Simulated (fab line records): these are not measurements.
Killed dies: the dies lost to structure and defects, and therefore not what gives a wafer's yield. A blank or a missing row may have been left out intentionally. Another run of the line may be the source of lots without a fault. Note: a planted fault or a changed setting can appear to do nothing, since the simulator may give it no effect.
Which tool is to blame? / flow rit cmos / 42 wafers sampled from 14 lots at 1 step of a route of 202

== WHAT THE GAUGES READ, wafer by wafer ==
The record holds no reading of a measuring or inspecting step that can be judged against a usual standard deviation.

== TOOL THAT RAN EACH LOT (tool first, then ch and the chambers of the sampled wafers, then the start) ==
lot=L918; RIT_SPACER_CVD_03=lpcvd-01 ch 1, day 3 10:53
lot=L919; RIT_SPACER_CVD_03=lpcvd-01 ch 0, day 3 15:07
lot=L920; RIT_SPACER_CVD_03=lpcvd-01 ch 1, day 3 20:32
lot=L921; RIT_SPACER_CVD_03=lpcvd-01 ch 1, day 4 03:10
lot=L922; RIT_SPACER_CVD_03=lpcvd-01 ch 0, day 4 06:32
lot=L924; RIT_SPACER_CVD_03=lpcvd-02 ch 1, day 4 17:42
lot=L925; RIT_SPACER_CVD_03=lpcvd-01 ch 1, day 4 22:34
lot=L926; RIT_SPACER_CVD_03=lpcvd-01 ch 1, day 5 02:32
lot=L933; RIT_SPACER_CVD_03=lpcvd-01 ch 1, day 6 14:32
lot=L934; RIT_SPACER_CVD_03=lpcvd-01 ch 1, day 6 18:20
lot=L935; RIT_SPACER_CVD_03=lpcvd-02 ch 1, day 6 23:31
lot=L936; RIT_SPACER_CVD_03=lpcvd-01 ch 0, day 7 05:30
lot=L937; RIT_SPACER_CVD_03=lpcvd-01 ch 1, day 7 11:45
lot=L938; RIT_SPACER_CVD_03=lpcvd-01 ch 0, day 7 19:34
- RIT_SPACER_CVD_03: deposits Si3N4 from SiH2Cl2/NH3, target thk 250 nm, time 3300 s.

== AS READ BY THE TOOLS THEMSELVES (means over the sampled wafers that have a number; for cases with no such wafer, the mark the record gives instead) ==
RIT_SPACER_CVD_03. Usual: nh3 flow sccm 150.0 sccm, standard deviation 0.46; pressure mtorr 299.9 mTorr, standard deviation 0.57; spike tc centre C 813.0 C, standard deviation 1.4.
lot=L918; tool=lpcvd-01; nh3 flow sccm (sccm)=150.2; pressure mtorr (mTorr)=299.3; spike tc centre C (C)=812.6; flag=
lot=L919; tool=lpcvd-01; nh3 flow sccm (sccm)=149.4; pressure mtorr (mTorr)=299.8; spike tc centre C (C)=814.5; flag=
lot=L920; tool=lpcvd-01; nh3 flow sccm (sccm)=150.1; pressure mtorr (mTorr)=299.9; spike tc centre C (C)=811.5; flag=
lot=L921; tool=lpcvd-01; nh3 flow sccm (sccm)=150.0; pressure mtorr (mTorr)=299.6; spike tc centre C (C)=812.7; flag=
lot=L922; tool=lpcvd-01; nh3 flow sccm (sccm)=150.3; pressure mtorr (mTorr)=299.7; spike tc centre C (C)=813.8; flag=
lot=L924; tool=lpcvd-02; nh3 flow sccm (sccm)=149.9; pressure mtorr (mTorr)=300.9; spike tc centre C (C)=812.0; flag=
lot=L925; tool=lpcvd-01; nh3 flow sccm (sccm)=150.3; pressure mtorr (mTorr)=300.5; spike tc centre C (C)=812.2; flag=
lot=L926; tool=lpcvd-01; nh3 flow sccm (sccm)=149.9; pressure mtorr (mTorr)=300.5; spike tc centre C (C)=812.6; flag=
lot=L933; tool=lpcvd-01; nh3 flow sccm (sccm)=-; pressure mtorr (mTorr)=-; spike tc centre C (C)=-; flag=OFF
lot=L934; tool=lpcvd-01; nh3 flow sccm (sccm)=-; pressure mtorr (mTorr)=-; spike tc centre C (C)=-; flag=OFF
lot=L935; tool=lpcvd-02; nh3 flow sccm (sccm)=150.1; pressure mtorr (mTorr)=300.4; spike tc centre C (C)=812.4; flag=
lot=L936; tool=lpcvd-01; nh3 flow sccm (sccm)=150.6; pressure mtorr (mTorr)=299.4; spike tc centre C (C)=815.1; flag=
lot=L937; tool=lpcvd-01; nh3 flow sccm (sccm)=149.6; pressure mtorr (mTorr)=299.3; spike tc centre C (C)=811.8; flag=
lot=L938; tool=lpcvd-01; nh3 flow sccm (sccm)=149.4; pressure mtorr (mTorr)=300.0; spike tc centre C (C)=814.4; flag=

== THE ANSWER, worked out from the rows above alone ==
Rule: a lot counts as off when the mean over its wafers that have a number is more than 3 standard deviations away from the usual mean. Also off: a lot with no number at a reading for which 4 or more lots have one. Where the step has rows for the other lots, those lots are counted as sound. The gauges are gone through in route order, then the tools' own readings, and for those a lot's mean is taken as printed above. The first step at which some lot is off is used, and at that step the reading that is off furthest; a lot without a number counts as furthest.
Off: L933, L934 (RIT_SPACER_CVD_03, nh3 flow sccm). Without a number there: L933, L934.
If a tool, at that step or one of the process steps before it, ran each lot that is off and ran no sound lot following the first of them, it fits. None of those tried fits.

== WHAT THE SIMULATOR HAD INSERTED ==
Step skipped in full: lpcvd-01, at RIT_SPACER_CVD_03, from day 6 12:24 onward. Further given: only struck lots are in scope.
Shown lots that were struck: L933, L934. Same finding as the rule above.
